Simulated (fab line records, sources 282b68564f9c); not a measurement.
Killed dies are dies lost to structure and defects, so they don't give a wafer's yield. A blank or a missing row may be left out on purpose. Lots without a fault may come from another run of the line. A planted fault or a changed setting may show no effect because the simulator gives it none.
fab line records | flow rit_cmos
record lots=9 wafers=27 last_day=7
route steps=202 shown M1@192
lots that met no fault: from a run of the same line without faults
start_h: hours from the record's first day to the start of the lot's first wafer shown | wait_h: hours since the lot's step before | " the same as in the row above | L1.1+2: a row that stands for several wafers | - no value, or no start given | * or withheld: withheld | < > ~ a bound
route shown NAME@n: a module of which the file shows steps, and the number in the route of the first | usual: mean/standard deviation of fault-free wafers | same: alike in all rows | chamber/n: place in a boat | sites: the reading at each site | _std_site: their standard deviation | _edge_site: outer sites' mean less inner sites' | radius_mm: how far each site lies from the wafer's centre | mask NAME#n: copy n | behind: the tool/chamber that last shaped the wafer | hold: why the lot was held/for how many hours/how that ended | device: the transistor (n, p or np) that didn't switch | end of line: the same wafers' tests at the end of the route | a step without rows: its recipe alone | killed: dies lost to structure and defects at the first sort, not the wafer's yield | map: a wafer's dies, x killed, . not, _ none there
set.NAME: the setting as run; set.NAME@STEP: as run at that earlier step | model.NAME: the simulator's own value behind a step, which no gauge read
steps of the route over a sample of lots; a table a step, a row a wafer
## steps
# step RIT_M1_DEVELOP_08
# recipe resist=NOVOLAK develop_time_s=68 dev_temp_c=23
# usual developer_temp_C=22.98/0.096
# columns lot.wafer tool chamber start_h wait_h developer_temp_C
L612.1 litho_track-03 0 60 - 22.93
L612.5 " 0 " " 22.82
L612.6 " 0 " " 22.92
L613.1 litho_track-04 0 67 - 23.10
L613.2 " 0 " " 23.05
L613.6 " 0 68 - 23.11
L614.4 litho_track-03 0 71 - 22.97
L614.5 " 0 " " 23.05
L614.6 " 0 " " 23.01
L622.1 litho_track-03 0 106 - 25.21
L622.5 " 0 " " 25.26
L622.6 " 0 " " 25.26
L623.2 litho_track-03 0 111 - 25.28
L623.4 " 0 " " 25.19
L623.5 " 0 " " 25.27
L624.1 litho_track-02 0 115 - 23.01
L624.2 " 0 116 - 23.19
L624.4 " 0 " " 23.06
L628.2 litho_track-04 0 136 - 22.80
L628.4 " 0 " " 22.98
L628.5 " 0 " " 22.99
L629.2 litho_track-04 0 144 - 22.98
L629.5 " 0 " " 22.88
L629.6 " 0 " " 23.01
L634.1 litho_track-02 0 170 - 23.09
L634.2 " 0 " " 22.96
L634.4 " 0 " " 22.99
# step RIT_M1_CD_MEAS_09
# recipe target_cd_nm=2600
# usual cd_nm=2599.1/2.2
# columns lot.wafer tool chamber start_h wait_h cd_nm
L612.1 cd_sem-01 - 60.84 - 2599.6
L612.5 " - " " 2601.8
L612.6 " - " " 2601.6
L613.1 cd_sem-01 - 68.03 - 2602.4
L613.2 " - " " 2600.7
L613.6 " - " " 2601.2
L614.4 cd_sem-02 - 71.42 - 2600.8
L614.5 " - " " 2599.7
L614.6 " - " " 2595.5
L622.1 cd_sem-02 - 106.63 - 2606.1
L622.5 " - " " 2607.6
L622.6 " - " " 2606.6
L623.2 cd_sem-01 - 111.51 - 2602.8
L623.4 " - " " 2603.0
L623.5 " - " " 2604.1
L624.1 cd_sem-01 - 116.15 - 2593.7
L624.2 " - " " 2595.5
L624.4 " - " " 2597.1
L628.2 cd_sem-02 - 136.70 - 2598.7
L628.4 " - " " 2598.1
L628.5 " - " " 2595.4
L629.2 cd_sem-02 - 144.84 - 2597.2
L629.5 " - " " 2598.8
L629.6 " - " " 2597.2
L634.1 cd_sem-01 - 170.63 - 2598.4
L634.2 " - " " 2601.1
L634.4 " - " " 2599.6
# step RIT_M1_PROBE_99
# usual defect_limited_yield=97.3/1 killed_at_M0_to_M3=0.0/0.23 killed_at_contacts=0.1/0.34 killed_at_front_end=6.9/2.8 killed_dies=7.1/2.8 killed_open=3.4/1.9 killed_short=3.6/1.7 sort_bin_3_pad_short=0.1/0.21 sort_bin_5_function=1.6/0.75 sort_bin_6_memory=0.9/0.64 sort_n_pass=256.9/2.8 sort_yield_pct=97.3/1
# same gross_dies=264 killed_at_M4_up=0 killed_at_back_side=0 killed_at_other=0
# columns lot.wafer tool chamber start_h wait_h defect_limited_yield[%] killed_at_M0_to_M3 killed_at_contacts killed_at_front_end killed_dies killed_open killed_short sort_bin_3_pad_short[%] sort_bin_5_function[%] sort_bin_6_memory[%] sort_n_pass sort_yield_pct[%]
L612.1 prober-01 - 63.51 0.1 98.5 0 0 4 4 1 3 0 0.8 0.8 260.0 98.5
L612.5 prober-01 - 63.71 0.2 94.7 0 0 14 14 4 10 0 4.2 1.1 250.0 94.7
L612.6 prober-01 - 63.76 0.2 96.6 0 1 8 9 5 4 0 2.3 1.1 255.0 96.6
L613.1 prober-02 - 70.86 0.1 97.7 0 0 6 6 1 5 0 1.1 1.1 258.0 97.7
L613.2 prober-02 - 70.91 0.1 95.8 0 0 11 11 6 5 0 3.0 1.1 253.0 95.8
L613.6 prober-02 - 71.11 0.2 97.0 0 0 8 8 6 2 0 1.5 1.5 256.0 97.0
L614.4 prober-01 - 74.17 0.2 97.0 0 0 8 8 6 2 0 1.9 1.1 256.0 97.0
L614.5 prober-01 - 74.22 0.2 95.8 0 0 11 11 6 5 0.4 3.0 0.8 253.0 95.8
L614.6 prober-01 - 74.27 0.2 99.2 0 0 2 2 2 0 0 0.8 0 262.0 99.2
L622.1 prober-01 - 109.29 0.1 97.7 0 0 6 6 2 4 0 0.8 1.5 258.0 97.7
L622.5 prober-01 - 109.49 0.2 96.2 0 1 9 10 6 3 0 1.1 2.7 254.0 96.2
L622.6 prober-01 - 109.54 0.2 96.6 1 2 6 9 2 4 0 1.5 1.9 255.0 96.6
L623.2 prober-02 - 114.19 0.1 97.7 0 0 6 6 4 2 0 1.1 1.1 258.0 97.7
L623.4 prober-02 - 114.29 0.2 98.5 0 0 4 4 4 0 0 0.8 0.8 260.0 98.5
L623.5 prober-02 - 114.34 0.2 97.0 0 0 8 8 3 5 0.4 2.3 0.4 256.0 97.0
L624.1 prober-01 - 118.81 0.1 97.0 0 0 8 8 3 5 0 1.9 1.1 256.0 97.0
L624.2 prober-01 - 118.86 0.1 97.0 0 0 8 8 3 5 0.8 1.1 1.1 256.0 97.0
L624.4 prober-01 - 118.96 0.2 96.6 0 0 9 9 2 7 0 1.9 1.5 255.0 96.6
L628.2 prober-01 - 139.39 0.1 98.9 0 1 2 3 2 1 0 0.8 0.4 261.0 98.9
L628.4 prober-01 - 139.49 0.2 96.6 0 0 9 9 4 5 0 2.3 1.1 255.0 96.6
L628.5 prober-01 - 139.54 0.2 97.3 0 0 7 7 3 4 0 1.9 0.8 257.0 97.3
L629.2 prober-02 - 147.70 0.1 97.7 0 0 6 6 1 5 0 1.5 0.8 258.0 97.7
L629.5 prober-02 - 147.85 0.2 97.3 0 0 7 7 3 4 0.4 1.5 0.8 257.0 97.3
L629.6 prober-02 - 147.90 0.2 97.7 0 0 6 6 4 2 0 1.5 0.8 258.0 97.7
L634.1 prober-02 - 173.28 0.1 97.7 0 0 6 6 3 3 0.4 0.8 1.1 258.0 97.7
L634.2 prober-02 - 173.33 0.1 98.1 0 0 5 5 1 4 0.8 0.8 0.4 259.0 98.1
L634.4 prober-02 - 173.43 0.2 97.7 0 0 6 6 3 3 0 1.5 0.8 258.0 97.7
# killed by level:class
L612.1 GATE:geometric_particle:short=1 REOX:geometric_particle:short=1 SPACER:geometric_particle:open=1 SPACER:geometric_particle:short=1
L612.5 GATE:geometric_particle:short=3 SPACER:geometric_particle:short=3 FOX1:geometric_particle:open=2 SILICIDE:geometric_particle:short=2 FOX1:geometric_particle:short=1 GATE:geometric_particle:open=1 REOX:geometric_particle:short=1 SPACER:geometric_particle:open=1
L612.6 FOX1:geometric_particle:short=2 SPACER:geometric_particle:open=2 FOX2:geometric_particle:open=1 FOX2:geometric_particle:short=1 REOX:geometric_particle:open=1 REOX:geometric_particle:short=1 CONTACT:geometric_particle:open=1
L613.1 FOX1:geometric_particle:short=2 SILICIDE:geometric_particle:short=2 FOX1:geometric_particle:open=1 REOX:geometric_particle:short=1
L613.2 REOX:geometric_particle:open=3 GATE:geometric_particle:short=2 GATE:geometric_particle:open=2 SILICIDE:geometric_particle:short=2 FOX2:geometric_particle:open=1 SPACER:geometric_particle:short=1
L613.6 REOX:geometric_particle:open=3 FOX1:geometric_particle:open=1 GATE:geometric_particle:open=1 GATE:geometric_particle:short=1 REOX:geometric_particle:short=1 SILICIDE:geometric_particle:open=1
L614.4 FOX1:geometric_particle:open=2 GATE:geometric_particle:short=2 REOX:geometric_particle:open=2 FOX2:geometric_particle:open=1 GATE:geometric_particle:open=1
L614.5 GATE:geometric_particle:short=3 FOX1:geometric_particle:short=2 REOX:geometric_particle:open=2 FOX1:geometric_particle:open=1 FOX2:geometric_particle:open=1 GATE:geometric_particle:open=1 SILICIDE:geometric_particle:open=1
L614.6 GATE:geometric_particle:open=1 SPACER:geometric_particle:open=1
L622.1 REOX:geometric_particle:short=2 SPACER:geometric_particle:short=2 GATE:geometric_particle:open=1 SPACER:geometric_particle:open=1
L622.5 SPACER:geometric_particle:open=3 FOX2:geometric_particle:open=2 SILICIDE:geometric_particle:short=2 FOX2:geometric_particle:short=1 SILICIDE:geometric_particle:open=1 CONTACT:coat_microbubble_printed=1
L622.6 FOX2:geometric_particle:short=2 CONTACT:coat_microbubble_printed=2 FOX2:geometric_particle:open=1 GATE:geometric_particle:short=1 REOX:geometric_particle:open=1 SILICIDE:geometric_particle:short=1 M1:coat_microbubble_printed=1
L623.2 FOX1:geometric_particle:open=1 FOX1:geometric_particle:short=1 GATE:geometric_particle:open=1 SPACER:geometric_particle:open=1 SPACER:geometric_particle:short=1 SILICIDE:geometric_particle:open=1
L623.4 GATE:geometric_particle:open=2 REOX:geometric_particle:open=1 SILICIDE:geometric_particle:open=1
L623.5 SILICIDE:geometric_particle:short=3 GATE:geometric_particle:short=2 GATE:geometric_particle:open=2 REOX:geometric_particle:open=1
L624.1 GATE:geometric_particle:short=3 FOX1:geometric_particle:open=1 FOX1:geometric_particle:short=1 FOX2:geometric_particle:open=1 GATE:geometric_particle:open=1 SILICIDE:geometric_particle:short=1
L624.2 GATE:geometric_particle:short=3 SPACER:geometric_particle:open=2 FOX2:geometric_particle:short=1 GATE:geometric_particle:open=1 SPACER:geometric_particle:short=1
L624.4 SPACER:geometric_particle:short=3 GATE:geometric_particle:short=2 FOX2:geometric_particle:short=1 GATE:geometric_particle:open=1 SPACER:geometric_particle:open=1 SILICIDE:geometric_particle:short=1
L628.2 GATE:geometric_particle:open=1 SPACER:geometric_particle:open=1 CONTACT:geometric_particle:short=1
L628.4 GATE:geometric_particle:short=5 GATE:geometric_particle:open=4
L628.5 GATE:geometric_particle:short=4 GATE:geometric_particle:open=2 FOX2:geometric_particle:open=1
L629.2 GATE:geometric_particle:short=3 FOX1:geometric_particle:short=1 GATE:geometric_particle:open=1 SILICIDE:geometric_particle:short=1
L629.5 FOX1:geometric_particle:short=2 GATE:geometric_particle:short=2 FOX1:geometric_particle:open=1 GATE:geometric_particle:open=1 SPACER:geometric_particle:open=1
L629.6 GATE:geometric_particle:open=2 FOX1:geometric_particle:short=1 FOX2:geometric_particle:open=1 SILICIDE:geometric_particle:short=1 SILICIDE:geometric_particle:open=1
L634.1 GATE:geometric_particle:short=3 GATE:geometric_particle:open=1 REOX:geometric_particle:open=1 SPACER:geometric_particle:open=1
L634.2 SILICIDE:geometric_particle:short=2 GATE:geometric_particle:open=1 GATE:geometric_particle:short=1 SPACER:geometric_particle:short=1
L634.4 ACTIVE:geometric_particle:short=1 FOX1:geometric_particle:short=1 REOX:geometric_particle:open=1 SPACER:geometric_particle:short=1 SPACER:geometric_particle:open=1 SILICIDE:geometric_particle:open=1
## key
first_sign step=RIT_M1_DEVELOP_08 reading=developer_temp_C direction=up sigmas=24 usual=* struck=*
effect step=RIT_M1_CD_MEAS_09 reading=cd_nm direction=up sigmas=2.8 usual=2599.1 struck=2605.0 through=control_loop
met_at RIT_M1_DEVELOP_08
struck_lots L622,L623
loop_trim step=RIT_M1_EXPOSE_06 setting=dose lots=L623
onset_between 71 106
fault kind=process_parameter_drift tool=litho_track-03 chamber=- onset_h=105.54 steps=RIT_M1_DEVELOP_08 channel=dev_temp_c offset=* shape=step end_h=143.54 acts_in=* stated=*
# loop_trim: a control loop set the setting to another value than it would have without faults
